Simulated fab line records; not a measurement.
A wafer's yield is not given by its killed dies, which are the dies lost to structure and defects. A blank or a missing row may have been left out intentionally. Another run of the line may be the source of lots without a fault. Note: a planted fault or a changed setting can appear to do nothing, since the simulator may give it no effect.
A lot that was struck, set against a sound lot || flow rit-cmos || 29 steps out of a route of 202
Sound: these wafers, L220.4, L220.5, L220.6. Struck: wafers L235.2, L235.5, L235.6. The cause is named last.
For every step that has rows: the tool of each side, followed by ch and its chambers, followed by its first start. Under that, the readings that differ: sound wafers || struck wafers || difference of the means || sigmas: that difference in standard deviations of wafers without a fault.
alike: same words and numbers on both sides, and readings whose means sit less than 2 such deviations apart. not compared: any withheld reading, any reading some wafer has no value for, any bound like >300 that may hide the same value, and any number with overlapping values for which the record gives no deviation.
The two part at a step that has a row with sigmas, a row that says differs or no value, or rows on one side only. Numbers that don't overlap but have no deviation are shown without sigmas and don't part them. A reading missing from all wafers of one side parts the sides only when that side holds two or more wafers.

first, 1 step without rows for these wafers: RIT_NWELL_IMPLANT_08.
RIT_NWELL_STRIP_09: strips in O2, time 180 s.
  sound on plasma-asher-03 ch 0,1, day 3 09:40; struck on plasma-asher-03 ch 0,1, day 7 04:16
  alike: chamber-pressure-mTorr, drypump-motor-current-A
  not compared: rf-hours-counter-h
RIT_NWELL_TW_MEAS_10:
  sound on film-metro-04, day 3 09:49; struck on film-metro-03, day 7 04:27
{"reading": "NWELL_TW", "sound": "2084 2078 2089", "struck": "2176 2151 2172", "difference": "+83", "sigmas": "+2"}
then, 6 steps without rows for these wafers: RIT_PWELL_HMDS_00 (prime time 60 s); RIT_PWELL_COAT_01 (resist thk 1300 nm); RIT_PWELL_SOFTBAKE_02 (time 60 s); RIT_PWELL_EXPOSE_03 (exposes mask M3, target cd 43700 nm); RIT_PWELL_PEB_04; RIT_PWELL_DEVELOP_05 (develop time 68 s).
RIT_PWELL_OVL_MEAS_06:
  sound on overlay-02, day 3 10:52; struck on overlay-02, day 7 05:38
  alike: PWELL_OVL
then, 2 steps without rows for these wafers: RIT_PWELL_HARDBAKE_07 (time 120 s); RIT_PWELL_IMPLANT_08.
RIT_PWELL_STRIP_09: strips in O2, time 180 s.
  sound on plasma-asher-03 ch 0,1, day 3 11:20; struck on plasma-asher-03 ch 0,1, day 7 06:17
  no value came back on the struck wafers for chamber-pressure-mTorr (mTorr), drypump-motor-current-A (A), time-s (s); on the sound wafers chamber-pressure-mTorr (mTorr) reads 3998 4000 4004
{"reading": "model.NOVOLAK_of_PWELL_COAT_01.thk-nm (nm)", "sound": "0 0 0", "struck": "1137 1134 1133", "difference": "+1135", "sigmas": ""}
  not compared: rf-hours-counter-h
RIT_PWELL_TW_MEAS_10:
  sound on film-metro-04, day 3 11:29; struck on film-metro-04, day 7 06:28
  alike: PWELL_TW
then, 1 step without rows for these wafers: RIT_WELLDRIVE_ANNEAL_00 (time 14700 s).
RIT_WELLDRIVE_RS_MEAS_01: measurement is done with a four-point probe.
  sound on film-metro-03, day 3 17:38; struck on film-metro-04, day 7 14:11
  alike: NWELL_RS
RIT_WELLDRIVE_RS_MEAS_02: measurement is done with a four-point probe.
  sound on film-metro-03, day 3 17:45; struck on film-metro-04, day 7 14:19
  alike: PWELL_RS
then, 6 steps without rows for these wafers: RIT_NRETRO_HMDS_00 (prime time 60 s); RIT_NRETRO_COAT_01 (resist thk 1300 nm); RIT_NRETRO_SOFTBAKE_02 (time 60 s); RIT_NRETRO_EXPOSE_03 (exposes mask M4, target cd 43900 nm); RIT_NRETRO_PEB_04; RIT_NRETRO_DEVELOP_05 (develop time 68 s).
RIT_NRETRO_OVL_MEAS_06:
  sound on overlay-02, day 3 18:50; struck on overlay-01, day 7 15:35
{"reading": "NRETRO_OVL (nm)", "sound": "0.6 -2.0 -1.9", "struck": "1.8 0.4 3.3", "difference": "+2.9", "sigmas": "+2"}
then, 2 steps without rows for these wafers: RIT_NRETRO_HARDBAKE_07 (time 120 s); RIT_NRETRO_IMPLANT_08.
RIT_NRETRO_STRIP_09: strips in O2, time 180 s.
  sound on plasma-asher-02 ch 0,1, day 3 19:19; struck on plasma-asher-03 ch 0,1, day 7 16:01
  alike: chamber-pressure-mTorr, drypump-motor-current-A
  not compared: rf-hours-counter-h
RIT_NRETRO_TW_MEAS_10:
  sound on film-metro-03, day 3 19:27; struck on film-metro-03, day 7 16:26
{"reading": "NRETRO_TW", "sound": "1051 1057 1055", "struck": "30 30 30", "difference": -1024, "sigmas": "-99 or more"}
  not compared: hold
RIT_M1_PROBE_99:
  the record has rows for the sound wafers here (prober-02, day 5 02:23) and none for the struck ones

WHERE THEY PART
Last at RIT_M1_PROBE_99 as far as this record goes, first at RIT_NWELL_TW_MEAS_10.

WHY: the cause the simulator had injected
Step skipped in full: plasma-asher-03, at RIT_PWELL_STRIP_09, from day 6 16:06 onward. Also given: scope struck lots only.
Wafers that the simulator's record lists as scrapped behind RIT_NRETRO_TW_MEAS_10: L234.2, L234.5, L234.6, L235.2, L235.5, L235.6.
